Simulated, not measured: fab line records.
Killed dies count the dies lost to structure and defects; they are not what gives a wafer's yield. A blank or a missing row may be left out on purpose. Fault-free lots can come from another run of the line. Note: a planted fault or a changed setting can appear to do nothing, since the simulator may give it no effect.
The tool behind it: which one? | flow rit-cmos | 15 lots (45 wafers sampled), 1 step of a 202-step route

WHAT THE GAUGES SHOWED, per wafer
The record holds no reading of a measuring or inspecting step that can be judged against a usual standard deviation.

WHICH TOOL RAN EACH LOT (tool, then ch and the chambers of the sampled wafers, then the start)
lot  | RIT_PSD_STRIP_09
L545 | plasma-asher-01 ch 0, day 3 12:19
L546 | plasma-asher-01 ch 0,1, day 3 16:54
L547 | plasma-asher-04 ch 0,1, day 3 22:15
L549 | plasma-asher-04 ch 0,1, day 4 08:13
L551 | plasma-asher-04 ch 0,1, day 4 18:49
L552 | plasma-asher-02 ch 0,1, day 5 00:30
L553 | plasma-asher-04 ch 1, day 5 02:53
L554 | plasma-asher-01 ch 0,1, day 5 07:55
L557 | plasma-asher-04 ch 0,1, day 5 23:50
L558 | plasma-asher-01 ch 1, day 6 04:20
L561 | plasma-asher-02 ch 0,1, day 6 19:11
L562 | plasma-asher-02 ch 0,1, day 7 00:26
L563 | plasma-asher-01 ch 0,1, day 7 08:41
L565 | plasma-asher-04 ch 0,1, day 7 16:46
L566 | plasma-asher-02 ch 0,1, day 7 22:23
- RIT_PSD_STRIP_09: strips in O2, time 180 s.

AS READ BY THE TOOLS THEMSELVES (means over the sampled wafers that have a number; for cases with no such wafer, the mark the record gives instead)
RIT_PSD_STRIP_09.
lot  | tool            | chamber-pressure-mTorr (mTorr) | drypump-motor-current-A (A)
L545 | plasma-asher-01 | 3999                           | 5.6
L546 | plasma-asher-01 | 4000                           | 5.7
L547 | plasma-asher-04 | 4001                           | 5.3
L549 | plasma-asher-04 | 4003                           | 5.3
L551 | plasma-asher-04 | 4002                           | 5.3
L552 | plasma-asher-02 | -                              | -
L553 | plasma-asher-04 | -                              | -
L554 | plasma-asher-01 | -                              | -
L557 | plasma-asher-04 | 4001                           | 5.5
L558 | plasma-asher-01 | 4000                           | 5.7
L561 | plasma-asher-02 | 4000                           | 5.4
L562 | plasma-asher-02 | 3996                           | 5.3
L563 | plasma-asher-01 | 4003                           | 5.7
L565 | plasma-asher-04 | 4000                           | 5.5
L566 | plasma-asher-02 | 4000                           | 5.4

THE ANSWER, worked out from the rows above alone
Rule: usual is defined by the lots themselves. The widest of any qualifying gaps counts: lots, ordered by their means at a reading, are off when they make up no more than a third of the lots, leave a main group of 4 or more, and stand apart from it by 3 or more times the standard deviation of that group's means. A main group whose means are all the same, to the digits that the tables above print for the reading, isn't used. Also off: a lot with no number at a reading for which 4 or more lots have one. The other lots that the step has rows for count as sound. After the gauges, taken in route order, come the tools' own readings; for these a lot's mean is taken, as printed above. The first step at which some lot is off is used, and at that step the reading that is off furthest; a lot without a number counts as furthest.
Off: L552, L553, L554 (RIT_PSD_STRIP_09, chamber-pressure-mTorr). Without a number there: L552, L553, L554. Mean 4000 mTorr and standard deviation 1.8 in the main group.
If a tool, at that step or one of the process steps before it, ran each lot that is off and ran no sound lot following the first of them, it fits. Not one of the candidates tried fits.

WHAT WAS PUT IN BY THE SIMULATOR
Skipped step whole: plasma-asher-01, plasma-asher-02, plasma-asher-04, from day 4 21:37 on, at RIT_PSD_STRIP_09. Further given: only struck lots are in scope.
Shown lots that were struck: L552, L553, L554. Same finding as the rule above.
